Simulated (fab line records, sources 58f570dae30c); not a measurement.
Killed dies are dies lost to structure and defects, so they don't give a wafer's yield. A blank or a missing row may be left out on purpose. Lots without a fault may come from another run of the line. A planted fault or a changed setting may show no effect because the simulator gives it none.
Problem report in the 8D (eight disciplines) form, filled by code | flow berkeley_cmos170 | the parts of the form that need people (team, actions taken, sign-off) are left out

1. THE PROBLEM
cd_nm at UCB170_NLDD_CD_MEAS_06 reads a mean of 1210.3 nm on 6 wafers of 2 lots; wafers without a fault read 1199.6 nm with a standard deviation of 1.4. That is +7.7 standard deviations from the usual mean.
The step: target cd 1200 nm.
First seen on wafer L489.1, day 6 19:22, on cd_sem-01. The record holds 42 wafers of 14 lots with a number at this step. Rule for "out", or "out of limits": more than 4 standard deviations from the usual mean. The other wafers with a number count as sound.

2. WHAT IT IS AND WHAT IT IS NOT
question                    | is                     | is not
which readings at this step | cd_nm                  | -
which lots                  | L489, L490             | L484, L486, L487, L498, L499, L500, L502, L503, L504, L505, L506, L507
which wafers of those lots  | all that have a number | -
read on which gauges        | cd_sem-01, cd_sem-02   | -
when                        | from day 6 19:22       | up to then (9 sound wafers); but 27 sound wafers of L498, L499, L500, L502, L503, L504, L505, L506, L507 came after

3. SUSPECTS, AND WHAT RULES EACH OUT
Counting: a tool at a process step up to the reading stays a suspect if it ran every lot that is out and no sound lot after the first of them.
- the gauge at UCB170_NLDD_CD_MEAS_06: ruled out. The wafers that are out were read on 2 gauges (cd_sem-01, cd_sem-02).
- litho_track-02 at UCB170_NLDD_PEB_04: ruled out as a lasting fault. Sound lots L503 ran on it after its first lot that is out, L489 (day 6 18:59).
Left after counting: nothing in the record.

4. THE CAUSE (what the simulator had put in)
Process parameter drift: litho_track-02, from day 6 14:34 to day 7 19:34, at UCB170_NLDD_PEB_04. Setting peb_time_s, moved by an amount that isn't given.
Counting ruled it out, wrongly: the rule takes a fault to strike every lot that its tool runs from its start on, and this one did not.

5. THE CHAIN OF EFFECTS, in route order
Each row: a reading whose mean over the struck wafers that have a number lies more than 3 standard deviations from the usual. Only readings for which the record gives a usual standard deviation are gone through. hours: the time from each lot's start at the first step in this table that gives one to its start at this step, as a median over the lots. sigmas: the change in usual standard deviations.
hours | step                   | reading | usual     | on struck wafers | change | sigmas
0     | UCB170_NLDD_CD_MEAS_06 | cd_nm   | 1199.6 nm | 1210.3           | +10.7  | +7.7
Later measuring or inspecting steps at which every struck wafer that the step has a row for has a number for every such reading, and none has moved that far: UCB170_PSD_OVL_MEAS_07, UCB170_M1_CD_MEAS_09.

6. WHAT WOULD HAVE CAUGHT IT SOONER
In this record the first reading out of limits at a measuring or inspecting step was taken at day 6 19:22, 5 hours after the fault began at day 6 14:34.
